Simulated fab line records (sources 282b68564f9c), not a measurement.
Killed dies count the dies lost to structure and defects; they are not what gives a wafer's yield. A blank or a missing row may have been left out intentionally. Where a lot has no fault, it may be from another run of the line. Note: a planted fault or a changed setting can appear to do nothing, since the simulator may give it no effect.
Split-lot study ; flow rit_cmos ; route with 202 steps; 5 lots, 23 wafers read

## THE SPLIT ITSELF
At RIT_ACTIVE_OXIDATION_01 (target thk 46.8 nm, ox time 3360 s), the setting temp_c was moved away from the recipe's 1000 C on 15 of the 23 wafers read, by -2.1% to +2.5%. All remaining wafers had this setting at the recipe value.

Split to reading: the file shows no intervening step.

## THE READING
Values of ACTIVE_OXIDE_THK in nm from RIT_ACTIVE_THK_MEAS_02. A value of 47.0 nm with a standard deviation of 0.67 nm is what fault-free wafers of this fab line usually give.

wafer;tool, chamber at the split;temp_c as run, C;against the recipe;ACTIVE_OXIDE_THK, nm;against lot-mates on the recipe
L079.1;furnace-04, 0;1000;recipe;48.0;-
L079.2;furnace-04, 0;1000;recipe;46.9;-
L079.6;furnace-04, 0;1000;recipe;47.2;-
L081.1;-, -;1000;recipe;46.3;-
L081.2;-, -;1000;recipe;46.6;-
L081.3;-, -;1000;recipe;46.6;-
L081.4;-, -;1000;recipe;45.6;-
L081.6;-, -;1000;recipe;45.8;-
L083.1;-, -;978.9;-2.1%;38.2;no lot-mate on the recipe
L083.2;-, -;978.9;-2.1%;37.8;no lot-mate on the recipe
L083.4;-, -;978.9;-2.1%;37.7;no lot-mate on the recipe
L083.5;-, -;978.9;-2.1%;37.7;no lot-mate on the recipe
L083.6;-, -;978.9;-2.1%;37.5;no lot-mate on the recipe
L084.1;-, -;1025;+2.5%;60.4;no lot-mate on the recipe
L084.2;-, -;1025;+2.5%;60.4;no lot-mate on the recipe
L084.3;-, -;1025;+2.5%;60.5;no lot-mate on the recipe
L084.4;-, -;1025;+2.5%;60.9;no lot-mate on the recipe
L084.6;-, -;1025;+2.5%;59.7;no lot-mate on the recipe
L085.1;-, -;988;-1.2%;42.0;no lot-mate on the recipe
L085.2;-, -;988;-1.2%;41.6;no lot-mate on the recipe
L085.4;-, -;988;-1.2%;41.2;no lot-mate on the recipe
L085.5;-, -;988;-1.2%;40.8;no lot-mate on the recipe
L085.6;-, -;988;-1.2%;41.6;no lot-mate on the recipe

FIT RESULTS
A straight line over all 23 wafers: ACTIVE_OXIDE_THK changes by +4.94 nm for each +1% of temp_c; r = +0.99; the points scatter about the line by 0.87 nm.
Too few moved wafers have a lot-mate on the recipe to fit a line with each lot's own level taken away.

## THE WHOLE CHAIN: every reading that the file lists as answering this split, in the file's order
step;what it does;reading;change (the file's fit);r (the file's)
RIT_ACTIVE_OXIDATION_01;target thk 46.8 nm, ox time 3360 s;SiO2_of_ACTIVE_OXIDATION_01.thk_nm (the simulator's own value, which no gauge read);+4.93 nm for each +1% of the setting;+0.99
RIT_ACTIVE_THK_MEAS_02;;ACTIVE_OXIDE_THK;+4.94 for each +1% of the setting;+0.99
RIT_FOX2_WET_ETCH_03;etches Si3N4 in H3PO4, target depth 195 nm, time 2700 s;SiO2_of_ACTIVE_OXIDATION_01.thk_nm (the simulator's own value, which no gauge read);+4.36 nm for each +1% of the setting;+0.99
RIT_M1_PROBE_99;;etest.nldd.width_nm (the simulator's own value, which no gauge read);-65 nm for each +1% of the setting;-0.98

## THE FILE'S OWN FIT
ACTIVE_OXIDE_THK changes by +4.94 nm for each +1% of temp_c, r = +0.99.
